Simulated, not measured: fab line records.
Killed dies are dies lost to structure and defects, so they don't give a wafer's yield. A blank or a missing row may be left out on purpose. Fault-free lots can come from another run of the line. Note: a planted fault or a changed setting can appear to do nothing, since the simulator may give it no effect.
Split-lot trial	flow ritCmos	23 wafers read from 5 lots, route of 202 steps

SPLIT DETAILS
At RIT_NLDD_IMPLANT_08, the setting energyKev was moved away from the recipe's 20 on 7 of the 23 wafers read, by -4.4% to +2.2%. This setting was run at the recipe's value on the other wafers.

The split's own step is where the reading is taken.

THE READING
In nm, at RIT_NLDD_IMPLANT_08: implant.drpNm, which is the simulator's own figure and was read by no gauge. The file gives no usual value for it.

wafer	tool, chamber at the split	energyKev as run	against the recipe	implant.drpNm, nm	against lot-mates on the recipe
L074.1	implanter-02, 0	20.44	+2.2%	13.14	+0.17
L074.2	implanter-02, 0	20.44	+2.2%	13.14	+0.17
L074.3	implanter-02, 0	20.44	+2.2%	13.14	+0.17
L074.4	implanter-02, 0	20	recipe	12.97	-
L074.6	implanter-02, 0	20	recipe	12.97	-
L080.3	implanter-03, 0	20	recipe	12.97	-
L080.4	implanter-03, 0	20	recipe	12.97	-
L080.5	implanter-03, 0	20	recipe	12.97	-
L082.1	implanter-01, 0	19.12	-4.4%	12.62	-0.35
L082.5	implanter-01, 0	19.12	-4.4%	12.62	-0.35
L082.2	implanter-01, 0	20	recipe	12.97	-
L082.4	implanter-01, 0	20	recipe	12.97	-
L082.6	implanter-01, 0	20	recipe	12.97	-
L083.1	implanter-02, 0	20	recipe	12.97	-
L083.4	implanter-02, 0	20	recipe	12.97	-
L083.6	implanter-02, 0	20	recipe	12.97	-
L083.2	implanter-02, 0	19.23	-3.8%	12.66	-0.31
L083.3	implanter-02, 0	19.23	-3.8%	12.66	-0.31
L084.1	implanter-01, 0	20	recipe	12.97	-
L084.2	implanter-01, 0	20	recipe	12.97	-
L084.3	implanter-01, 0	20	recipe	12.97	-
L084.4	implanter-01, 0	20	recipe	12.97	-
L084.6	implanter-01, 0	20	recipe	12.97	-

THE FIT
A straight line over all 23 wafers: implant.drpNm changes by +0.0794 nm for each +1% of energyKev; r = +1.00; the points scatter about the line by 0.0019 nm.
The same after taking each lot's own level away (the mean of its wafers on the recipe; 23 wafers): +0.0794 nm for each +1%; r = +1.00; scatter 0.0019 nm.
The reading moves by 0.35 nm for the largest change in energyKev, on that fit.
The lots' own levels span 12.970 to 12.970 nm.
The two slopes agree, so the slope changes little with the lot-to-lot level.
Check: -0.35 nm against its lot-mates is what the line predicts for one of the wafers moved furthest among these (-4.4%) when that wafer is left out of the fit. It came out at -0.35 nm against them.

OTHER SPLITS ON THESE WAFERS
These wafers also went through other splits before the reading. Each is held against what the fit with the lots' levels taken away leaves over:
other split on the same wafers	wafers away from the commonest value	r with implant.drpNm (lot level and that fit taken away)
RIT_ACTIVE_CVD_03 nh3FlowSccm	15	-0.32
RIT_ACTIVE_CLEAN_16 timeS	15	+0.12
RIT_NRETRO_SOFTBAKE_02 tempC	10	-0.40
RIT_NRETRO_DEVELOP_05 developTimeS	11	-0.21
RIT_GATE_DEVELOP_15 devTempC	10	+0.29
RIT_REOX_OXIDATION_03 tempC	18	+0.42

FILE'S OWN FIT
implant.drpNm changes by +0.0788 nm for each +1% of energyKev, r = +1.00.
